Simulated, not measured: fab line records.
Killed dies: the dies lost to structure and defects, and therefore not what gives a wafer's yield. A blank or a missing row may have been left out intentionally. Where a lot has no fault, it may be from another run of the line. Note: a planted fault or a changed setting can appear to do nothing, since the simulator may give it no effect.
8D (eight disciplines) problem report, filled in by code    flow berkeley cmos170    the parts of the form that need people (team, actions taken, sign-off) are left out

== 1. WHAT IS WRONG ==
PVT_TW at UCB170_PVT_TW_MEAS_09 reads a mean of 467 on 6 wafers of 2 lots; wafers without a fault read 506 with a standard deviation of 3.3. That is -12 standard deviations from the usual mean.
The first sign was on wafer L624.3 at day 9 04:49, on film metro-03. Wafers with a number at this step in the record: 42, from 14 lots. The rule behind "out" and "out of limits": a value lying over 4 standard deviations away from the usual mean. Any other wafer with a number is counted as sound.

== 2. WHAT IT IS, AND WHAT IT ISN'T ==
question                     is                      is not
which readings at this step  PVT_TW                  -
which lots                   L624, L628              L612, L613, L614, L615, L617, L618, L619, L620, L621, L623, L634, L635
which wafers of those lots   all that have a number  -
read on which gauges         film metro-03           film metro-01, film metro-04
when                         from day 9 04:49        up to then (27 sound wafers); but 9 sound wafers of L623, L634, L635 came after

== 3. SUSPECTS, AND WHAT RULES EACH OUT ==
Counting: a tool stays on the suspect list if, at a process step up to the reading, it processed all lots that are out and no sound lot following the first of them.
- the gauge at UCB170_PVT_TW_MEAS_09 has been ruled out. All the wafers that are out were read on film metro-03, but those of them that UCB170_PVT_IMPLANT_07 has rows for are out there too, on other tools.
- implanter-04 at UCB170_PVT_IMPLANT_07: kept. It ran every lot that is out, first L624 (day 9 04:35), and no sound lot after that; its last sound lot up to then is L618 (day 7 13:31). Out on those wafers are its own readings of beam on s, faraday current uA.
After counting, what remains is implanter-04 at UCB170_PVT_IMPLANT_07.

== 4. THE CAUSE (what the simulator had put in) ==
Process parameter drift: implanter-04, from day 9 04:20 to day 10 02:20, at UCB170_PVT_IMPLANT_07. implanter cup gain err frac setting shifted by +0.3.
This tool alone remained once counting was done.

== 5. THE EFFECT CHAIN, in route order ==
Each row: a reading where the mean over the struck wafers with a number is more than 3 standard deviations away from the usual. Only readings for which the record gives a usual standard deviation are gone through. hours: the time from each lot's start at the first step in this table that gives one to its start at this step, as a median over the lots. sigmas: the change in usual standard deviations.
hours  step                   reading             usual    on struck wafers  change  sigmas
0      UCB170_PVT_IMPLANT_07  beam on s           10.01 s  7.73              -2.28   -12
0      UCB170_PVT_IMPLANT_07  faraday current uA  6.34     8.23              +1.89   +16
0      UCB170_PVT_TW_MEAS_09  PVT_TW              506      467               -39     -12
Here are the process steps it includes:
- UCB170_PVT_IMPLANT_07
Later steps that measure or inspect, where all struck wafers having a row at the step show a number for every such reading and not one has moved that far: UCB170_PLDD_CD_MEAS_06.

== 6. WHAT WOULD HAVE CAUGHT IT SOONER ==
The first out-of-limits reading at a measuring or inspecting step in this record came at day 9 04:49, 0 hours after the fault's start at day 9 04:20.
The tool's own readings at UCB170_PVT_IMPLANT_07 were out on every struck wafer that the step has a row for (beam on s, faraday current uA): an alarm limit on them would have fired on the first of those.
Among the 2 lots that are out, L628 began UCB170_PVT_IMPLANT_07 on implanter-04 after day 9 04:49. Putting the tool on hold at that point would have spared it.
